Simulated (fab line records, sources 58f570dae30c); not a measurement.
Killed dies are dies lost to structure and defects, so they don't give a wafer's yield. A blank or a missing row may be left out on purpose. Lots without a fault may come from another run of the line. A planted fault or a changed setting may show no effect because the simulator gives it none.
Which tool did it? | flow berkeley_cmos170 | 7 lots, 21 wafers sampled, at 3 steps of a route of 331

WHAT THE GAUGES READ, wafer by wafer
UCB170_M1_OVL_MEAS_10.
lot  | measured     | on         | M1_OVL (nm)
L518 | day 8 05:17  | overlay-02 | 10 13 11
L521 | day 8 19:44  | overlay-02 | 3 -11 -4
L522 | day 9 04:25  | overlay-02 | 9 3 3
L527 | day 10 03:15 | overlay-02 | 22 13 14
L529 | day 10 11:52 | overlay-02 | 7 13 11
L531 | day 11 04:25 | overlay-01 | 7 16 11
L540 | day 13 01:07 | overlay-01 | 3 4 6

WHICH TOOL RAN EACH LOT (tool, then ch and the chambers of the sampled wafers, then the start)
lot  | UCB170_CONTACT_RTA_08            | UCB170_M1_SPUTTER_00
L518 | rtp_anneal-01 ch 0, day 8 02:01  | pvd_sputter-04, day 8 03:57
L521 | rtp_anneal-01 ch 0, day 8 16:13  | pvd_sputter-02, day 8 18:08
L522 | rtp_anneal-01 ch 0, day 9 01:17  | pvd_sputter-02, day 9 03:05
L527 | rtp_anneal-01 ch 0, day 9 23:37  | pvd_sputter-02, day 10 01:23
L529 | rtp_anneal-01 ch 0, day 10 07:58 | pvd_sputter-03, day 10 10:20
L531 | rtp_anneal-01 ch 0, day 11 00:49 | pvd_sputter-02, day 11 02:54
L540 | rtp_anneal-01 ch 0, day 12 20:29 | pvd_sputter-02, day 12 23:23
- UCB170_CONTACT_RTA_08: time 10 s.
- UCB170_M1_SPUTTER_00: material Al, target thk 600 nm, time 80 s.

THE ANSWER, worked out from the rows above alone
Rule: what is usual is taken from the lots themselves. Put in order of their means at a reading, lots are off if they are a third of the lots or fewer, leave a main group of 4 or more, and stand apart from it by a gap of 3 or more times the standard deviation of the main group's means; of several such gaps the widest counts. A main group whose means are all the same, to the digits that the tables above print for the reading, isn't used. A lot without any number at a reading at which 4 lots or more have one is off too. The other lots that the step has rows for count as sound.
No lot is off at any reading shown: from this, nothing can be told.

WHAT THE SIMULATOR HAD PUT IN
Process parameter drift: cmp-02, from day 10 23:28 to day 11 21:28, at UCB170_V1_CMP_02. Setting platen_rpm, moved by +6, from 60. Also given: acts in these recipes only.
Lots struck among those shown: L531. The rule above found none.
